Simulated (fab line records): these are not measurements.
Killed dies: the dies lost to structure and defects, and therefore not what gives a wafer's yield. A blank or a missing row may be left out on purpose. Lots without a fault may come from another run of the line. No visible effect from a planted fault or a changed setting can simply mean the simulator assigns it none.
Commonality check across tools	flow berkeleyCmos170	54 wafers sampled across 15 lots

== REASON FOR OPENING ==
UCB170_NWELL_TW_MEAS_16, reading NWELL_TW: flagged on 3 of 15 lots. Fault-free wafers read 1236, with a standard deviation of 8.2.
Rule: flag the lot when none of its wafers has a number, or when each of its wafers that has one lies beyond 4 standard deviations from that mean. The rest of the lots are taken to be sound.

lot	measured	on	NWELL_TW, wafer by wafer	flag
L153	day 2 06:56	filmMetro-01	1231 1229 1226	
L154	day 2 16:46	filmMetro-04	1254 1249 1251	
L156	day 3 01:21	filmMetro-01	1221 1232 1226	
L157	day 3 07:46	filmMetro-03	1235 1244 1236	
L158	day 3 12:46	filmMetro-03	1233 1237 1242	
L160	day 4 01:05	filmMetro-04	1246 1243 1242	
L161	day 4 06:22	filmMetro-03	1233 1234 1236	
L162	day 4 08:49	filmMetro-03	1232 1241 1241	
L168	day 5 10:18	filmMetro-03	1442 1447 1438 1444 1439 1439	FLAGGED
L171	day 5 23:07	filmMetro-03	1237 1229 1228	
L172	day 6 07:49	filmMetro-01	1422 1421 1429 1420 1421 1416	FLAGGED
L173	day 6 10:29	filmMetro-04	1439 1439 1436 1437 1434 1443	FLAGGED
L174	day 6 16:24	filmMetro-03	1233 1243 1244	
L175	day 6 23:38	filmMetro-03	1233 1237 1241	
L176	day 6 23:55	filmMetro-01	1230 1228 1226	
The numbers of the flagged lots are 1434 on average: +198 against the usual, or +24 standard deviations.

== TOOL THAT RAN EACH LOT ==
The record holds 1 process step before the reading, out of a route of 331 steps. In each cell: the tool, then ch and the chambers that the sampled wafers went through, then the start.
lot	flag	UCB170_NWELL_IMPLANT_14
L153		implanter-01 ch 0, day 2 06:41
L154		implanter-02 ch 0, day 2 16:31
L156		implanter-01 ch 0, day 3 01:06
L157		implanter-01 ch 0, day 3 07:31
L158		implanter-01 ch 0, day 3 12:31
L160		implanter-01 ch 0, day 4 00:50
L161		implanter-01 ch 0, day 4 06:07
L162		implanter-03 ch 0, day 4 08:34
L168	FLAGGED	implanter-02 ch 0, day 5 10:04
L171		implanter-03 ch 0, day 5 22:52
L172	FLAGGED	implanter-02 ch 0, day 6 07:35
L173	FLAGGED	implanter-02 ch 0, day 6 10:15
L174		implanter-03 ch 0, day 6 16:10
L175		implanter-03 ch 0, day 6 23:25
L176		implanter-01 ch 0, day 6 23:42
What the steps here do:
- UCB170_NWELL_IMPLANT_14
- UCB170_NWELL_TW_MEAS_16

== FLAGGED OVER TOTAL, TOOL BY TOOL (the gauges that took the reading come last) ==
step	tool	lots run	flagged	share of the flagged lots	sound lots run after its first flagged lot
UCB170_NWELL_IMPLANT_14	implanter-01	7	0	none	-
UCB170_NWELL_IMPLANT_14	implanter-02	4	3	all	0
UCB170_NWELL_IMPLANT_14	implanter-03	4	0	none	-
UCB170_NWELL_TW_MEAS_16	filmMetro-01	4	1	some	1 (L176)
UCB170_NWELL_TW_MEAS_16	filmMetro-03	8	1	some	3 (L171,L174,L175)
UCB170_NWELL_TW_MEAS_16	filmMetro-04	3	1	some	0

== WHAT THE TABLE ALLOWS ==
In the table, 1 row covers all flagged lots: implanter-02 at UCB170_NWELL_IMPLANT_14.
- implanter-02 at UCB170_NWELL_IMPLANT_14: 3 of its 4 lots flagged. Its last sound lot is L154 (day 2 16:31), its first flagged lot L168 (day 5 10:04): a fault that began between those two fits. Its own readings (doseIonsCm2, faradayCurrentUA) fall more than 4 standard deviations out on all wafers of the flagged lots.
implanter-02 at UCB170_NWELL_IMPLANT_14 is the single tool remaining.

== WHAT THE SIMULATOR PUT IN ==
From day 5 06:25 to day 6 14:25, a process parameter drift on implanter-02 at UCB170_NWELL_IMPLANT_14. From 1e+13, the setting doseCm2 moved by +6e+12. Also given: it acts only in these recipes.
Lots struck among those shown: L168, L172, L173. This agrees with what the rule above found.
